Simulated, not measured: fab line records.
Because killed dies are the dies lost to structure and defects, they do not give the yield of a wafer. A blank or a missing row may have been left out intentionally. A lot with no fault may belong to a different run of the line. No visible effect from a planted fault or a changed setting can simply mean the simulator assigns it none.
Check for tools in common + flow berkeley_cmos170 + 15 lots and 45 wafers in the sample

WHAT PROMPTED THE OPENING
UCB170_NSD_TW_MEAS_10, reading NSD_TW: flagged on 3 of 15 lots. Wafers without a fault read 4195, standard deviation 22.
Rule: flag the lot when none of its wafers has a number, or when each of its wafers that has one lies beyond 4 standard deviations from that mean. The other lots count as sound.

| lot  | measured     | on            | NSD_TW, wafer by wafer | flag    |
|------|--------------|---------------|------------------------|---------|
| L861 | day 7 04:16  | film_metro-03 | 4224 4212 4207         |         |
| L860 | day 7 04:58  | film_metro-02 | 4198 4206 4166         |         |
| L862 | day 7 05:00  | film_metro-04 | 4192 4221 4211         |         |
| L866 | day 7 19:45  | film_metro-04 | 4234 4200 4217         |         |
| L867 | day 8 03:42  | film_metro-03 | 4219 4229 4213         |         |
| L869 | day 8 23:14  | film_metro-02 | 4159 4156 4151         |         |
| L871 | day 9 08:26  | film_metro-04 | 3867 3853 3867         | FLAGGED |
| L872 | day 9 08:42  | film_metro-02 | 4186 4167 4183         |         |
| L876 | day 10 00:34 | film_metro-02 | 4161 4189 4167         |         |
| L875 | day 10 00:50 | film_metro-04 | 3863 3887 3885         | FLAGGED |
| L877 | day 10 00:53 | film_metro-03 | 4213 4205 4209         |         |
| L874 | day 10 01:08 | film_metro-04 | 3893 3869 3885         | FLAGGED |
| L878 | day 10 20:05 | film_metro-03 | 4197 4203 4223         |         |
| L880 | day 10 20:20 | film_metro-04 | 4188 4183 4199         |         |
| L882 | day 11 00:35 | film_metro-04 | 4210 4219 4214         |         |
The mean of the flagged lots' numbers is 3874, -321 from the usual (-15 standard deviations).

LOT BY LOT: THE TOOL USED
2 process steps preceding the reading are held in the record, out of 331 steps in the route. Cell contents, in order: the tool; ch with the chambers the sampled wafers went through; the start.
| lot  | flag    | UCB170_NSD_IMPLANT_08           | UCB170_NSD_STRIP_09                  |
|------|---------|---------------------------------|--------------------------------------|
| L861 |         | implanter-01 ch 0, day 7 04:01  | plasma_asher-01 ch 0,1, day 7 04:10  |
| L860 |         | implanter-03 ch 0, day 7 04:43  | plasma_asher-04 ch 0, day 7 04:52    |
| L862 |         | implanter-02 ch 0, day 7 04:45  | plasma_asher-01 ch 0,1, day 7 04:54  |
| L866 |         | implanter-01 ch 0, day 7 19:32  | plasma_asher-04 ch 0,1, day 7 19:40  |
| L867 |         | implanter-02 ch 0, day 8 03:27  | plasma_asher-02 ch 0, day 8 03:36    |
| L869 |         | implanter-01 ch 0, day 8 23:01  | plasma_asher-01 ch 0,1, day 8 23:08  |
| L871 | FLAGGED | implanter-01 ch 0, day 9 08:12  | plasma_asher-04 ch 0,1, day 9 08:19  |
| L872 |         | implanter-02 ch 0, day 9 08:27  | plasma_asher-02 ch 0,1, day 9 08:36  |
| L876 |         | implanter-03 ch 0, day 10 00:20 | plasma_asher-02 ch 0,1, day 10 00:28 |
| L875 | FLAGGED | implanter-01 ch 0, day 10 00:35 | plasma_asher-02 ch 0,1, day 10 00:44 |
| L877 |         | implanter-02 ch 0, day 10 00:37 | plasma_asher-04 ch 0,1, day 10 00:46 |
| L874 | FLAGGED | implanter-01 ch 0, day 10 00:54 | plasma_asher-01 ch 0,1, day 10 01:01 |
| L878 |         | implanter-03 ch 0, day 10 19:50 | plasma_asher-02 ch 0,1, day 10 19:58 |
| L880 |         | implanter-02 ch 0, day 10 20:05 | plasma_asher-01 ch 0,1, day 10 20:14 |
| L882 |         | implanter-03 ch 0, day 11 00:20 | plasma_asher-01 ch 0,1, day 11 00:29 |
What the steps here do:
- UCB170_NSD_IMPLANT_08
- UCB170_NSD_STRIP_09: strips in O2.
- UCB170_NSD_TW_MEAS_10

FLAGGED AGAINST TOTAL, ONE TOOL AT A TIME (gauges that did the reading follow at the end)
| step                  | tool            | lots run | flagged | share of the flagged lots | sound lots run after its first flagged lot |
|-----------------------|-----------------|----------|---------|---------------------------|--------------------------------------------|
| UCB170_NSD_IMPLANT_08 | implanter-01    | 6        | 3       | all                       | 0                                          |
| UCB170_NSD_IMPLANT_08 | implanter-02    | 5        | 0       | none                      | -                                          |
| UCB170_NSD_IMPLANT_08 | implanter-03    | 4        | 0       | none                      | -                                          |
| UCB170_NSD_STRIP_09   | plasma_asher-01 | 6        | 1       | some                      | 2 (L880,L882)                              |
| UCB170_NSD_STRIP_09   | plasma_asher-02 | 5        | 1       | some                      | 1 (L878)                                   |
| UCB170_NSD_STRIP_09   | plasma_asher-04 | 4        | 1       | some                      | 1 (L877)                                   |
| UCB170_NSD_TW_MEAS_10 | film_metro-02   | 4        | 0       | none                      | -                                          |
| UCB170_NSD_TW_MEAS_10 | film_metro-03   | 4        | 0       | none                      | -                                          |
| UCB170_NSD_TW_MEAS_10 | film_metro-04   | 7        | 3       | all                       | 2 (L880,L882)                              |

WHAT THE TABLE PERMITS
implanter-01 at UCB170_NSD_IMPLANT_08 and film_metro-04 at UCB170_NSD_TW_MEAS_10 are the 2 rows of the table that ran each flagged lot.
- implanter-01 at UCB170_NSD_IMPLANT_08: 3 of its 6 lots flagged. It ran its last sound lot, L869, at day 8 23:01 and its first flagged lot, L871, at day 9 08:12: a fault with its onset between the two fits. Its own readings (dose_ions_cm2, faraday_current_uA) fall more than 4 standard deviations out on all wafers of the flagged lots.
- film_metro-04 at UCB170_NSD_TW_MEAS_10: 3 of its 7 lots flagged. Sound lots ran on it after the first flagged one (L880, L882), which a lasting fault on the whole tool wouldn't allow.
Left over: one tool, implanter-01 at UCB170_NSD_IMPLANT_08.

WHAT THE SIMULATOR PUT IN
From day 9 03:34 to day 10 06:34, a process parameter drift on implanter-01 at UCB170_NSD_IMPLANT_08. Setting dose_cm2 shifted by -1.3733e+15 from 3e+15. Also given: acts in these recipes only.
Struck lots among those shown: L871, L875, L874. Same finding as the rule above.
